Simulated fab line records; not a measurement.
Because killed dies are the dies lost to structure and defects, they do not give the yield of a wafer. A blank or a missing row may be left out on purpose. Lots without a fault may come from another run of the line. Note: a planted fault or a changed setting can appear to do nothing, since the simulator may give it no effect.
fab line records + flow rit-cmos
record:
- lots: 13
- wafers: 39
- last-day: 8
route steps=202 shown WELLDRIVE@50 NWELL@51 PWELL@52 FOX2@80 PSD@157 M1@186
lots untouched by any fault: they come from a run of this same line in which no faults occurred
start-h: hours from the record's opening day to when the first of the lot's shown wafers began + wait-h: hours since the lot's step before + " same as the row above + L1.1+2: a row that stands for several wafers + - no value present, or no start provided + * or withheld: withheld + < > ~ a bound
route shown NAME@n: NAME is a module with steps in the file, n the number in the route of the first one + usual: mean/standard deviation taken from wafers without a fault + same: alike in all rows + chamber/n: place in a boat + sites: the reading at each site + _std_site: the standard deviation of these + _edge_site: inner sites' mean taken away from outer sites' mean + radius-mm: how far each site lies from the wafer's centre + mask NAME#n: copy n + behind: the tool/chamber that last shaped the wafer + hold: why the lot went on hold/how many hours it stayed there/how the hold came to an end + device: which transistor (n, p or np) failed to switch + end of line: the tests these same wafers got at the end of their route + where a step has no rows: the recipe by itself + killed: dies lost to structure and defects at the first sort, not the wafer's yield + map: the dies of a wafer, with x for killed, . for not killed, _ for no die there
set.NAME: the setting that was run; set.NAME@STEP: the one run at that earlier step + model.NAME: the simulator's own value behind a step, which no gauge read
a sample of lots followed through the steps of the route, with each step as a table and each wafer as a row
services: from which hour (start-h, from the record's first day; less than 0 if before it) a tool's chamber was out of use, for how many hours, and why
== steps ==
step: RIT_WELLDRIVE_ANNEAL_00
recipe:
- temp-c: 1100
- time-s: 14700
- ambient: N2
usual:
- spike-tc-centre-C: 1102.8/1.3
- zone-power-load-pct: 38.3/0.84
| lot.wafer | tool       | chamber | start-h | wait-h | spike-tc-centre-C | zone-power-load-pct |
|-----------|------------|---------|---------|--------|-------------------|---------------------|
| L333.1    | furnace-01 | 0       | 27.98   | 0.9    | 1101.7            | 38.9                |
| L333.2    | "          | 0       | "       | "      | 1102.8            | 38.5                |
| L333.4    | "          | 0       | "       | "      | 1104.0            | 37.6                |
| L334.2    | furnace-03 | 0       | 33.78   | 0.8    | 1102.7            | 37.2                |
| L334.4    | "          | 0       | "       | "      | 1103.7            | 37.2                |
| L334.6    | "          | 0       | "       | "      | 1103.1            | 38.2                |
| L335.2    | furnace-04 | 0       | 39.56   | 0.5    | 1102.4            | 39.6                |
| L335.3    | "          | 0       | "       | "      | 1099.9            | 39.9                |
| L335.6    | "          | 0       | "       | "      | 1102.1            | 39.9                |
| L336.1    | furnace-03 | 0       | 40.42   | 0.7    | 1103.6            | 37.7                |
| L336.3    | "          | 0       | "       | "      | 1103.0            | 38.0                |
| L336.5    | "          | 0       | "       | "      | 1104.5            | 37.3                |
| L337.2    | furnace-03 | 0       | 48.01   | 0.0    | 1102.7            | 37.2                |
| L337.3    | "          | 0       | "       | "      | 1102.1            | 37.3                |
| L337.6    | "          | 0       | "       | "      | 1103.8            | 38.2                |
| L338.3    | furnace-03 | 0       | 53.09   | 1.4    | 1101.5            | 37.1                |
| L338.4    | "          | 0       | "       | "      | 1101.5            | 37.7                |
| L338.5    | "          | 0       | "       | "      | 1100.9            | 37.0                |
| L339.1    | furnace-01 | 0       | 55.09   | 0.8    | 1102.8            | 38.5                |
| L339.4    | "          | 0       | "       | "      | 1103.1            | 38.2                |
| L339.5    | "          | 0       | "       | "      | 1103.5            | 37.9                |
| L340.1    | furnace-01 | 0       | 60.18   | 1.0    | 1102.5            | 38.5                |
| L340.2    | "          | 0       | "       | "      | 1103.4            | 38.5                |
| L340.5    | "          | 0       | "       | "      | 1104.7            | 38.5                |
| L349.2    | furnace-01 | 0       | 107.68  | 0.1    | 1070.3            | 41.9                |
| L349.5    | "          | 0       | "       | "      | 1066.8            | 41.7                |
| L349.6    | "          | 0       | "       | "      | 1068.9            | 41.3                |
| L350.1    | furnace-01 | 0       | 112.76  | 2.5    | 1069.8            | 41.9                |
| L350.3    | "          | 0       | "       | "      | 1069.2            | 40.7                |
| L350.6    | "          | 0       | "       | "      | 1068.5            | 41.9                |
| L354.1    | furnace-04 | 0       | 139.78  | 1.5    | 1103.2            | 39.6                |
| L354.3    | "          | 0       | "       | "      | 1101.3            | 39.7                |
| L354.6    | "          | 0       | "       | "      | 1099.6            | 39.3                |
| L355.1    | furnace-04 | 0       | 139.78  | 1.3    | 1099.5            | 40.1                |
| L355.4    | "          | 0       | "       | "      | 1101.3            | 40.4                |
| L355.6    | "          | 0       | "       | "      | 1101.2            | 39.2                |
| L356.1    | furnace-03 | 0       | 147.41  | 0.1    | 1102.7            | 37.2                |
| L356.2    | "          | 0       | "       | "      | 1103.4            | 38.0                |
| L356.5    | "          | 0       | "       | "      | 1102.8            | 37.6                |
step: RIT_WELLDRIVE_RS_MEAS_01
recipe:
- thk-meas-gauge: four-point-probe
usual:
- NWELL_RS: 275.5/0.66
| lot.wafer | tool          | chamber | start-h | wait-h | NWELL_RS[ohm/sq] |
|-----------|---------------|---------|---------|--------|------------------|
| L333.1    | film-metro-03 | -       | 33.07   | 0.0    | 274.8            |
| L333.2    | "             | -       | "       | "      | 275.2            |
| L333.4    | "             | -       | "       | "      | 274.4            |
| L334.2    | film-metro-03 | -       | 38.88   | 0.0    | 276.0            |
| L334.4    | "             | -       | "       | "      | 275.5            |
| L334.6    | "             | -       | "       | "      | 275.0            |
| L335.2    | film-metro-03 | -       | 44.66   | 0.0    | 274.8            |
| L335.3    | "             | -       | "       | "      | 275.1            |
| L335.6    | "             | -       | "       | "      | 275.3            |
| L336.1    | film-metro-04 | -       | 45.51   | 0.0    | 276.2            |
| L336.3    | "             | -       | "       | "      | 276.0            |
| L336.5    | "             | -       | "       | "      | 275.3            |
| L337.2    | film-metro-01 | -       | 53.11   | 0.0    | 276.3            |
| L337.3    | "             | -       | "       | "      | 275.7            |
| L337.6    | "             | -       | "       | "      | 275.5            |
| L338.3    | film-metro-03 | -       | 58.21   | 0.0    | 275.9            |
| L338.4    | "             | -       | "       | "      | 277.3            |
| L338.5    | "             | -       | "       | "      | 275.9            |
| L339.1    | film-metro-03 | -       | 60.18   | 0.0    | 276.3            |
| L339.4    | "             | -       | "       | "      | 276.1            |
| L339.5    | "             | -       | "       | "      | 275.0            |
| L340.1    | film-metro-03 | -       | 65.26   | 0.0    | 275.8            |
| L340.2    | "             | -       | "       | "      | 276.3            |
| L340.5    | "             | -       | "       | "      | 275.4            |
| L349.2    | film-metro-04 | -       | 112.78  | 0.0    | 299.7            |
| L349.5    | "             | -       | "       | "      | 300.0            |
| L349.6    | "             | -       | "       | "      | 297.1            |
| L350.1    | film-metro-03 | -       | 117.85  | 0.0    | 293.1            |
| L350.3    | "             | -       | "       | "      | 286.4            |
| L350.6    | "             | -       | "       | "      | 278.7            |
| L354.1    | film-metro-04 | -       | 144.87  | 0.0    | 276.2            |
| L354.3    | "             | -       | "       | "      | 275.9            |
| L354.6    | "             | -       | "       | "      | 275.7            |
| L355.1    | film-metro-03 | -       | 144.87  | 0.0    | 274.8            |
| L355.4    | "             | -       | "       | "      | 273.7            |
| L355.6    | "             | -       | "       | "      | 274.9            |
| L356.1    | film-metro-01 | -       | 152.50  | 0.0    | 276.8            |
| L356.2    | "             | -       | "       | "      | 275.9            |
| L356.5    | "             | -       | "       | "      | 276.4            |
step: RIT_WELLDRIVE_RS_MEAS_02
recipe:
- thk-meas-gauge: four-point-probe
usual:
- PWELL_RS: 429.8/1.2
| lot.wafer | tool          | chamber | start-h | wait-h | PWELL_RS[ohm/sq] |
|-----------|---------------|---------|---------|--------|------------------|
| L333.1    | film-metro-03 | -       | 33.19   | 0.1    | 432.0            |
| L333.2    | "             | -       | "       | "      | 430.5            |
| L333.4    | "             | -       | "       | "      | 430.5            |
| L334.2    | film-metro-03 | -       | 39.00   | 0.1    | 428.5            |
| L334.4    | "             | -       | "       | "      | 428.4            |
| L334.6    | "             | -       | "       | "      | 429.3            |
| L335.2    | film-metro-03 | -       | 44.78   | 0.1    | 432.4            |
| L335.3    | "             | -       | "       | "      | 432.1            |
| L335.6    | "             | -       | "       | "      | 432.6            |
| L336.1    | film-metro-04 | -       | 45.63   | 0.1    | 428.2            |
| L336.3    | "             | -       | "       | "      | 431.3            |
| L336.5    | "             | -       | "       | "      | 430.2            |
| L337.2    | film-metro-01 | -       | 53.23   | 0.1    | 430.5            |
| L337.3    | "             | -       | "       | "      | 429.6            |
| L337.6    | "             | -       | "       | "      | 431.4            |
| L338.3    | film-metro-03 | -       | 58.33   | 0.1    | 430.3            |
| L338.4    | "             | -       | "       | "      | 428.5            |
| L338.5    | "             | -       | "       | "      | 428.6            |
| L339.1    | film-metro-03 | -       | 60.30   | 0.1    | 428.9            |
| L339.4    | "             | -       | "       | "      | 430.2            |
| L339.5    | "             | -       | "       | "      | 428.3            |
| L340.1    | film-metro-03 | -       | 65.38   | 0.1    | 429.8            |
| L340.2    | "             | -       | "       | "      | 429.7            |
| L340.5    | "             | -       | "       | "      | 430.8            |
| L349.2    | film-metro-04 | -       | 112.90  | 0.1    | 453.8            |
| L349.5    | "             | -       | "       | "      | 453.8            |
| L349.6    | "             | -       | "       | "      | 451.8            |
| L350.1    | film-metro-03 | -       | 117.97  | 0.1    | 445.9            |
| L350.3    | "             | -       | "       | "      | 439.9            |
| L350.6    | "             | -       | "       | "      | 432.3            |
| L354.1    | film-metro-04 | -       | 144.99  | 0.1    | 430.8            |
| L354.3    | "             | -       | "       | "      | 431.7            |
| L354.6    | "             | -       | "       | "      | 432.2            |
| L355.1    | film-metro-03 | -       | 144.99  | 0.1    | 430.0            |
| L355.4    | "             | -       | "       | "      | 429.0            |
| L355.6    | "             | -       | "       | "      | 429.8            |
| L356.1    | film-metro-01 | -       | 152.62  | 0.1    | 430.9            |
| L356.2    | "             | -       | "       | "      | 429.6            |
| L356.5    | "             | -       | "       | "      | 429.5            |
step: RIT_FOX2_THK_MEAS_91
recipe:
- reads: SiO2_of_FOX2_OXIDATION_00
usual:
- FIELD_OXIDE_LEFT_2_THK: 257/7.8
| lot.wafer | tool          | chamber | start-h | wait-h | FIELD_OXIDE_LEFT_2_THK[nm] |
|-----------|---------------|---------|---------|--------|----------------------------|
| L333.1    | film-metro-03 | -       | 37.46   | 0.0    | 256                        |
| L333.2    | "             | -       | "       | "      | 264                        |
| L333.4    | "             | -       | "       | "      | 263                        |
| L334.2    | film-metro-04 | -       | 42.63   | 0.0    | 253                        |
| L334.4    | "             | -       | "       | "      | 254                        |
| L334.6    | "             | -       | "       | "      | 251                        |
| L335.2    | film-metro-04 | -       | 48.73   | 0.0    | 268                        |
| L335.3    | "             | -       | "       | "      | 274                        |
| L335.6    | "             | -       | "       | "      | 272                        |
| L336.1    | film-metro-03 | -       | 49.61   | 0.0    | 261                        |
| L336.3    | "             | -       | "       | "      | 259                        |
| L336.5    | "             | -       | "       | "      | 261                        |
| L337.2    | film-metro-02 | -       | 57.00   | 0.0    | 262                        |
| L337.3    | "             | -       | "       | "      | 265                        |
| L337.6    | "             | -       | "       | "      | 260                        |
| L338.3    | film-metro-03 | -       | 62.20   | 0.0    | 260                        |
| L338.4    | "             | -       | "       | "      | 260                        |
| L338.5    | "             | -       | "       | "      | 256                        |
| L339.1    | film-metro-02 | -       | 64.10   | 0.0    | 259                        |
| L339.4    | "             | -       | "       | "      | 262                        |
| L339.5    | "             | -       | "       | "      | 266                        |
| L340.1    | film-metro-04 | -       | 69.16   | 0.0    | 269                        |
| L340.2    | "             | -       | "       | "      | 265                        |
| L340.5    | "             | -       | "       | "      | 269                        |
| L349.2    | film-metro-02 | -       | 116.55  | 0.0    | 244                        |
| L349.5    | "             | -       | "       | "      | 247                        |
| L349.6    | "             | -       | "       | "      | 240                        |
| L350.1    | film-metro-03 | -       | 121.89  | 0.0    | 251                        |
| L350.3    | "             | -       | "       | "      | 252                        |
| L350.6    | "             | -       | "       | "      | 253                        |
| L355.1    | film-metro-03 | -       | 148.79  | 0.0    | 261                        |
| L355.4    | "             | -       | "       | "      | 256                        |
| L355.6    | "             | -       | "       | "      | 260                        |
| L354.1    | film-metro-02 | -       | 150.95  | 0.0    | 265                        |
| L354.3    | "             | -       | "       | "      | 256                        |
| L354.6    | "             | -       | "       | "      | 263                        |
| L356.1    | film-metro-03 | -       | 156.25  | 0.0    | 250                        |
| L356.2    | "             | -       | "       | "      | 248                        |
| L356.5    | "             | -       | "       | "      | 249                        |
step: RIT_SDANNEAL_RS_MEAS_04
recipe:
- thk-meas-gauge: four-point-probe
usual:
- PSD_RS: 116.83/0.28
| lot.wafer | tool          | chamber | start-h | wait-h | PSD_RS[ohm/sq] |
|-----------|---------------|---------|---------|--------|----------------|
| L333.1    | film-metro-04 | -       | 57.87   | 0.0    | 116.51         |
| L333.2    | "             | -       | "       | "      | 116.09         |
| L333.4    | "             | -       | "       | "      | 116.36         |
| L334.2    | film-metro-04 | -       | 63.01   | 0.1    | 117.31         |
| L334.4    | "             | -       | "       | "      | 116.96         |
| L334.6    | "             | -       | "       | "      | 117.35         |
| L335.2    | film-metro-01 | -       | 65.63   | 0.1    | 116.80         |
| L335.3    | "             | -       | "       | "      | 116.76         |
| L335.6    | "             | -       | "       | "      | 116.97         |
| L336.1    | film-metro-04 | -       | 68.23   | 0.0    | 116.53         |
| L336.3    | "             | -       | "       | "      | 116.58         |
| L336.5    | "             | -       | "       | "      | 116.60         |
| L337.2    | film-metro-04 | -       | 80.95   | 0.1    | 117.03         |
| L337.3    | "             | -       | "       | "      | 116.68         |
| L337.6    | "             | -       | "       | "      | 116.78         |
| L338.3    | film-metro-02 | -       | 81.55   | 0.1    | 116.90         |
| L338.4    | "             | -       | "       | "      | 117.18         |
| L338.5    | "             | -       | "       | "      | 116.97         |
| L339.1    | film-metro-02 | -       | 84.48   | 0.0    | 116.94         |
| L339.4    | "             | -       | "       | "      | 117.25         |
| L339.5    | "             | -       | "       | "      | 117.20         |
| L340.1    | film-metro-04 | -       | 95.34   | 0.0    | 117.15         |
| L340.2    | "             | -       | "       | "      | 116.54         |
| L340.5    | "             | -       | "       | "      | 116.99         |
| L349.2    | film-metro-01 | -       | 147.15  | 0.1    | 117.15         |
| L349.5    | "             | -       | "       | "      | 116.89         |
| L349.6    | "             | -       | "       | "      | 117.01         |
| L350.1    | film-metro-02 | -       | 152.10  | 0.0    | 116.43         |
| L350.3    | "             | -       | "       | "      | 116.62         |
| L350.6    | "             | -       | "       | "      | 116.28         |
| L355.1    | film-metro-01 | -       | 171.60  | 0.0    | 116.88         |
| L355.4    | "             | -       | "       | "      | 116.94         |
| L355.6    | "             | -       | "       | "      | 117.12         |
| L354.1    | film-metro-02 | -       | 173.13  | 0.0    | 116.88         |
| L354.3    | "             | -       | "       | "      | 116.83         |
| L354.6    | "             | -       | "       | "      | 116.71         |
| L356.1    | film-metro-04 | -       | 177.21  | 0.0    | 116.87         |
| L356.2    | "             | -       | "       | "      | 116.60         |
| L356.5    | "             | -       | "       | "      | 116.77         |
step: RIT_M1_THK_MEAS_02
recipe:
- thk-meas-gauge: xrf
- reads: Al_of_M1_SPUTTER_00
usual:
- M1_AL_THK: 399/5.7
| lot.wafer | tool          | chamber | start-h | wait-h | M1_AL_THK[nm] |
|-----------|---------------|---------|---------|--------|---------------|
| L333.1    | film-metro-02 | -       | 61.52   | 0.1    | 399           |
| L333.2    | "             | -       | "       | "      | 401           |
| L333.4    | "             | -       | "       | "      | 397           |
| L334.2    | film-metro-04 | -       | 66.63   | 0.1    | 403           |
| L334.4    | "             | -       | "       | "      | 403           |
| L334.6    | "             | -       | "       | "      | 406           |
| L335.2    | film-metro-01 | -       | 69.29   | 0.1    | 404           |
| L335.3    | "             | -       | "       | "      | 407           |
| L335.6    | "             | -       | "       | "      | 408           |
| L336.1    | film-metro-02 | -       | 72.00   | 0.1    | 398           |
| L336.3    | "             | -       | "       | "      | 403           |
| L336.5    | "             | -       | "       | "      | 401           |
| L337.2    | film-metro-01 | -       | 84.58   | 0.1    | 412           |
| L337.3    | "             | -       | "       | "      | 401           |
| L337.6    | "             | -       | "       | "      | 411           |
| L338.3    | film-metro-02 | -       | 85.35   | 0.1    | 402           |
| L338.4    | "             | -       | "       | "      | 400           |
| L338.5    | "             | -       | "       | "      | 406           |
| L339.1    | film-metro-01 | -       | 88.53   | 0.1    | 390           |
| L339.4    | "             | -       | "       | "      | 387           |
| L339.5    | "             | -       | "       | "      | 390           |
| L340.1    | film-metro-02 | -       | 99.21   | 0.1    | 402           |
| L340.2    | "             | -       | "       | "      | 396           |
| L340.5    | "             | -       | "       | "      | 403           |
| L349.2    | film-metro-01 | -       | 151.17  | 0.1    | 395           |
| L349.5    | "             | -       | "       | "      | 396           |
| L349.6    | "             | -       | "       | "      | 392           |
| L350.1    | film-metro-02 | -       | 155.74  | 0.1    | 403           |
| L350.3    | "             | -       | "       | "      | 394           |
| L350.6    | "             | -       | "       | "      | 399           |
| L355.1    | film-metro-04 | -       | 175.42  | 0.1    | 399           |
| L355.4    | "             | -       | "       | "      | 395           |
| L355.6    | "             | -       | "       | "      | 394           |
| L354.1    | film-metro-02 | -       | 176.96  | 0.1    | 390           |
| L354.3    | "             | -       | "       | "      | 390           |
| L354.6    | "             | -       | "       | "      | 389           |
| L356.1    | film-metro-01 | -       | 180.96  | 0.1    | 399           |
| L356.2    | "             | -       | "       | "      | 399           |
| L356.5    | "             | -       | "       | "      | 403           |
step: RIT_M1_PROBE_99
usual:
- killed-at-contacts: 0.0/0.2
- killed-at-front-end: 7.0/2.8
- killed-dies: 7.0/2.8
- killed-open: 3.4/1.9
- killed-short: 3.6/2
same:
- gross-dies: 264
- killed_at_M0_to_M3: 0
- killed_at_M4_up: 0
- killed-at-back-side: 0
- killed-at-other: 0
| lot.wafer | tool      | chamber | start-h | wait-h | killed-at-contacts | killed-at-front-end | killed-dies | killed-open | killed-short |
|-----------|-----------|---------|---------|--------|--------------------|---------------------|-------------|-------------|--------------|
| L333.1    | prober-01 | -       | 65.16   | 0.1    | 0                  | 7                   | 7           | 5           | 2            |
| L333.2    | prober-01 | -       | 65.21   | 0.1    | 0                  | 4                   | 4           | 1           | 3            |
| L333.4    | prober-01 | -       | 65.31   | 0.2    | 0                  | 5                   | 5           | 2           | 3            |
| L337.2    | prober-02 | -       | 88.56   | 0.1    | 0                  | 9                   | 9           | 3           | 6            |
| L337.3    | prober-02 | -       | 88.61   | 0.2    | 0                  | 3                   | 3           | 0           | 3            |
| L337.6    | prober-02 | -       | 88.76   | 0.2    | 0                  | 4                   | 4           | 3           | 1            |
| L340.1    | prober-01 | -       | 102.96  | 0.1    | 0                  | 5                   | 5           | 3           | 2            |
| L340.2    | prober-01 | -       | 103.01  | 0.1    | 0                  | 3                   | 3           | 0           | 3            |
| L340.5    | prober-01 | -       | 103.16  | 0.2    | 0                  | 2                   | 2           | 0           | 2            |
| L349.2    | prober-02 | -       | 154.94  | 0.1    | 0                  | 4                   | 4           | 3           | 1            |
| L349.5    | prober-02 | -       | 155.09  | 0.2    | 0                  | 5                   | 5           | 3           | 2            |
| L349.6    | prober-02 | -       | 155.14  | 0.2    | 0                  | 7                   | 7           | 2           | 5            |
| L350.1    | prober-01 | -       | 159.44  | 0.1    | 1                  | 6                   | 7           | 3           | 4            |
| L350.3    | prober-01 | -       | 159.54  | 0.2    | 0                  | 8                   | 8           | 4           | 4            |
| L350.6    | prober-01 | -       | 159.69  | 0.2    | 0                  | 5                   | 5           | 2           | 3            |
killed by level:class
L333.1 SPACER:geometric-particle:open=3 SPACER:geometric-particle:short=2 REOX:geometric-particle:open=1 SILICIDE:geometric-particle:open=1
L333.2 SPACER:geometric-particle:short=2 REOX:geometric-particle:short=1 SPACER:geometric-particle:open=1
L333.4 GATE:geometric-particle:open=2 SILICIDE:geometric-particle:short=2 FOX1:geometric-particle:short=1
L337.2 GATE:geometric-particle:short=2 REOX:geometric-particle:open=2 FOX2:geometric-particle:short=1 GATE:geometric-particle:open=1 SPACER:geometric-particle:short=1 SILICIDE:geometric-particle:short=1 STARTING-WAFER:geometric-particle:short=1
L337.3 FOX1:geometric-particle:short=2 GATE:geometric-particle:short=1
L337.6 FOX2:geometric-particle:open=1 GATE:geometric-particle:short=1 REOX:geometric-particle:open=1 SILICIDE:geometric-particle:open=1
L340.1 FOX1:geometric-particle:open=1 FOX1:geometric-particle:short=1 FOX2:geometric-particle:open=1 SPACER:geometric-particle:open=1 SILICIDE:geometric-particle:short=1
L340.2 SPACER:geometric-particle:short=2 FOX1:geometric-particle:short=1
L340.5 FOX1:geometric-particle:short=1 REOX:geometric-particle:short=1
L349.2 SPACER:geometric-particle:open=2 FOX1:geometric-particle:short=1 FOX2:geometric-particle:open=1
L349.5 GATE:geometric-particle:open=2 FOX2:geometric-particle:open=1 FOX2:geometric-particle:short=1 SPACER:geometric-particle:short=1
L349.6 GATE:geometric-particle:short=2 FOX1:geometric-particle:open=1 FOX1:geometric-particle:short=1 REOX:geometric-particle:short=1 REOX:geometric-particle:open=1 SPACER:geometric-particle:short=1
L350.1 GATE:geometric-particle:short=2 GATE:geometric-particle:open=1 SPACER:geometric-particle:open=1 SILICIDE:geometric-particle:open=1 SILICIDE:geometric-particle:short=1 CONTACT:geometric-particle:short=1
L350.3 GATE:geometric-particle:short=3 GATE:geometric-particle:open=2 FOX2:geometric-particle:open=1 SPACER:geometric-particle:open=1 SILICIDE:geometric-particle:short=1
L350.6 ACTIVE:geometric-particle:short=1 FOX1:geometric-particle:open=1 GATE:geometric-particle:short=1 REOX:geometric-particle:short=1 SILICIDE:geometric-particle:open=1
== services ==
| tool       | chamber | start-h | hours | kind |
|------------|---------|---------|-------|------|
| furnace-03 | -       | 13.11   | 3.3   | pm   |
| furnace-01 | -       | 94.80   | 6.2   | pm   |
| furnace-03 | -       | 108.96  | 3.6   | pm   |
== key ==
first-sign:
- step: RIT_WELLDRIVE_ANNEAL_00
- reading: spike-tc-centre-C
- direction: down
- sigmas: 26
- usual: 1102.8
- struck: 1068.9
effect:
- step: RIT_WELLDRIVE_ANNEAL_00
- reading: zone-power-load-pct
- direction: up
- sigmas: 3.9
- usual: 38.3
- struck: 41.6
effect:
- step: RIT_WELLDRIVE_RS_MEAS_01
- reading: NWELL_RS
- direction: up
- sigmas: 26
- usual: 275.5
- struck: 292.5
effect:
- step: RIT_WELLDRIVE_RS_MEAS_02
- reading: PWELL_RS
- direction: up
- sigmas: 14
- usual: 429.8
- struck: 446.3
met-at RIT_WELLDRIVE_ANNEAL_00
struck-lots L349,L350
tester-left-out L349,L350
not-acting-at RIT_FOX2_THK_MEAS_91,RIT_SDANNEAL_RS_MEAS_04,RIT_M1_THK_MEAS_02
onset-between 60.18 107.68
fault:
- kind: process-parameter-drift
- tool: furnace-01
- chamber: -
- onset-h: 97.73
- steps: RIT_WELLDRIVE_ANNEAL_00
- channel: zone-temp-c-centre
- offset: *
- shape: step
- end-h: 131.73
tester-left-out: of these lots the tester's yield and bins aren't shown, on N5 and GAA mostly nor the transistor test; their killed dies are dies lost to structure and defects alone, not to doping, threshold or leakage, so they don't give the yield
